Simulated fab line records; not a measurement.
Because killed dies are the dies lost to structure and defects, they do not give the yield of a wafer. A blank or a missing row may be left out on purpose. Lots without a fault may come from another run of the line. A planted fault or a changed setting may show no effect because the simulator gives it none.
Problem report, 8D (eight disciplines) form, completed by code ; flow rit_cmos ; the parts of the form that need people (team, actions taken, sign-off) are left out

## 1. WHAT IS WRONG
beam_energy_keV at RIT_NWELL_IMPLANT_08 reads a mean of 151.16 on 9 wafers of 3 lots; wafers without a fault read 169.99 with a standard deviation of 0.046. That is -99 or more standard deviations from the usual mean.
Earliest sighting: wafer L386.1 on implanter-01 at day 5 04:44. The record has a number at this step for 45 wafers belonging to 15 lots. The rule behind "out" and "out of limits": a value lying over 4 standard deviations away from the usual mean. All remaining wafers that have a number are taken as sound.

## 2. WHAT IT IS, WHAT IT ISN'T
question;is;is not
which readings at this step;beam_energy_keV;beam_on_s
which lots;L386, L391, L393;L371, L373, L375, L376, L378, L381, L382, L383, L384, L385, L389, L394
which wafers of those lots;all that have a number;-
read on which tools;implanter-01;implanter-03, implanter-04
when;from day 5 04:44;"up to then (30 sound wafers); but 6 sound wafers of L389, L394 came after"

## 3. THE SUSPECTS, EACH WITH WHAT RULES IT OUT
Counting: any tool at a process step up to the reading is kept as a suspect provided that every lot that is out went through it and no sound lot did after the first of them.
- implanter-01 at RIT_NWELL_IMPLANT_08: kept. It processed each lot that is out, first L386 at day 5 04:44, and no sound lot thereafter; up to then, the last sound lot it processed was L385 at day 4 20:19. Out on those wafers are its own readings of beam_energy_keV.
Left after counting: implanter-01 at RIT_NWELL_IMPLANT_08.

## 4. THE CAUSE (what the simulator had put in)
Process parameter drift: implanter-01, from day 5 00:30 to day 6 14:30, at RIT_NWELL_IMPLANT_08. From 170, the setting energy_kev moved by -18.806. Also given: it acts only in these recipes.
After counting, this tool was the only one left.

## 5. THE EFFECT CHAIN, in route order
One row per reading whose mean, taken over the struck wafers that have a number, lies over 3 standard deviations from the usual. Readings are gone through only where the record gives a usual standard deviation; hours: the median, over the lots, of the time from a lot's start at the first step in this table giving one to that lot's start at this step; sigmas: the change measured in usual standard deviations.
hours;step;reading;usual;on struck wafers;change;sigmas
0;RIT_NWELL_IMPLANT_08;beam_energy_keV;169.99;151.16;-18.83;-99 or more
The process steps in it:
- RIT_NWELL_IMPLANT_08

## 6. WHAT WOULD HAVE CAUGHT IT SOONER
First out-of-limits reading in this record: day 5 04:44, which is 4 hours after fault onset at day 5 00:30.
